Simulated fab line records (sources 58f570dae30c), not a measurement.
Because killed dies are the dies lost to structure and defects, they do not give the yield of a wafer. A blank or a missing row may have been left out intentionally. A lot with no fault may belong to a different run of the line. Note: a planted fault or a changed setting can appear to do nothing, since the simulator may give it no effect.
What tool caused it? + flow berkeley-cmos170 + 6 lots, 18 wafers sampled, at 2 steps of a route of 331

## WHAT THE GAUGES READ, wafer by wafer
UCB170_GATE_CD_MEAS_12 targets a cd of 350 nm.
| lot  | measured     | on        | cd-nm (nm)        |
|------|--------------|-----------|-------------------|
| L353 | day 7 11:55  | cd-sem-02 | 349.4 348.8 349.2 |
| L355 | day 8 15:44  | cd-sem-01 | 351.0 348.4 349.4 |
| L357 | day 8 15:35  | cd-sem-01 | 349.1 349.7 348.8 |
| L359 | day 9 04:05  | cd-sem-01 | 350.6 350.0 350.4 |
| L364 | day 9 22:30  | cd-sem-01 | 348.6 349.6 348.1 |
| L367 | day 11 07:34 | cd-sem-01 | 351.9 353.3 352.9 |

## TOOL THAT RAN EACH LOT (tool first, then ch and the chambers of the sampled wafers, then the start)
| lot  | UCB170_NVT_STRIP_08                  |
|------|--------------------------------------|
| L353 | plasma-asher-02 ch 0,1, day 6 16:37  |
| L355 | plasma-asher-03 ch 0,1, day 7 23:48  |
| L357 | plasma-asher-01 ch 0,1, day 8 00:04  |
| L359 | plasma-asher-01 ch 0,1, day 8 11:38  |
| L364 | plasma-asher-02 ch 0,1, day 9 00:17  |
| L367 | plasma-asher-03 ch 0,1, day 10 13:29 |
- UCB170_NVT_STRIP_08: strips in O2.

## THE ANSWER, worked out from the rows above alone
Rule: the lots themselves supply what counts as usual. The widest of any qualifying gaps counts: lots, ordered by their means at a reading, are off when they make up no more than a third of the lots, leave a main group of 4 or more, and stand apart from it by 3 or more times the standard deviation of that group's means. Not used: any main group whose means are identical at the precision the tables above print for the reading. Also off: a lot with no number at a reading for which 4 or more lots have one. Where the step has rows for the other lots, those lots are counted as sound.
Off, at UCB170_GATE_CD_MEAS_12 on cd-nm: L367. The main group: mean 349.4 nm, standard deviation 0.53.
If a tool, at a process step before that reading, ran all the lots that are off and no sound lot after the first of them, it fits. Gauges at UCB170_GATE_CD_MEAS_12: tried the same way as those tools. Undecided on this evidence; 2 tools fit (plasma-asher-03 at UCB170_NVT_STRIP_08, cd-sem-01 at UCB170_GATE_CD_MEAS_12).

## WHAT THE SIMULATOR PUT IN
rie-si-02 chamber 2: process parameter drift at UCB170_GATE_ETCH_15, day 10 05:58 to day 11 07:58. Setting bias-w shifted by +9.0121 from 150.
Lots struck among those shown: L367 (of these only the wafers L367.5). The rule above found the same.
